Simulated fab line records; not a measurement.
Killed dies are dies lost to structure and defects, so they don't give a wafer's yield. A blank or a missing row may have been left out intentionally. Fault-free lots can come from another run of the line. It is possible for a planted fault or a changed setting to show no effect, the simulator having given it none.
A single fault, viewed from 2 desks    flow berkeley cmos170    every desk sees just its own numbers, and what lay behind them comes last

== THE METROLOGY DESK ==
Lot by lot, what the gauges showed, no matter which tool ran the lot: averages of those sampled wafers that carry a number. The brackets show how far a lot's mean lies from the usual mean; more than 4 standard deviations puts the lot out of limits, marked OUT.
Columns: A = PFIELD_OVL at UCB170_PFIELD_OVL_MEAS_06, usual 1 nm; B = FIELD_OXIDE_THK at UCB170_FIELD_THK_MEAS_02, usual 560 nm; C = GATE_OVL at UCB170_GATE_OVL_MEAS_13, usual 0 nm
lot   first seen here  A   B    C
L826  day 4 13:40      -2  541  -1
L827  day 4 13:49      3   550  5
L829  day 4 16:01      6   550  -5
L830  day 4 19:20      10  555  9
L832  day 5 06:55      -1  562  2
L831  day 5 07:02      0   574  4
L834  day 5 13:38      3   562  -2
L835  day 5 21:40      1   563  -4
L836  day 5 22:03      -1  550  1
L838  day 6 09:54      -1  557  -2
L839  day 6 15:26      9   563  -6
L840  day 6 20:03      0   561  1
L841  day 7 05:19      -5  555  -2
L849  day 9 01:07      3   572  1
Finding of this desk: none of the 14 lots has anything out of limits.

== THE TOOL OWNER'S DESK: krf scanner-02 ==
The tool's own readings at UCB170_PLDD_EXPOSE_03 (exposes mask PSELECT, target cd 1200 nm): means of the sampled wafers that have a number, for each lot that ran on this tool. The brackets show how far a lot's mean lies from the usual mean; more than 4 standard deviations puts the lot out of limits, marked OUT.
Columns: A = exposure dose mJ cm2 at UCB170_PLDD_EXPOSE_03, usual 29.980; B = focus offset nm at UCB170_PLDD_EXPOSE_03, usual 0.0 nm
lot   first seen here  A       B
L827  day 6 03:23      30.004  0.6
L826  day 6 03:32      29.954  0.2
L829  day 6 03:49      29.978  -0.2
L832  day 6 20:02      29.964  -0.0
L836  day 7 17:58      29.960  0.0
L849  day 10 20:46     30.015  0.3
Finding of this desk: none of the 6 lots has anything out of limits.

== PUT TOGETHER ==
At the metrology desk, nothing out of limits was observed.
The tool owner's desk saw nothing out of limits.

== WHAT THE SIMULATOR HAD PUT IN ==
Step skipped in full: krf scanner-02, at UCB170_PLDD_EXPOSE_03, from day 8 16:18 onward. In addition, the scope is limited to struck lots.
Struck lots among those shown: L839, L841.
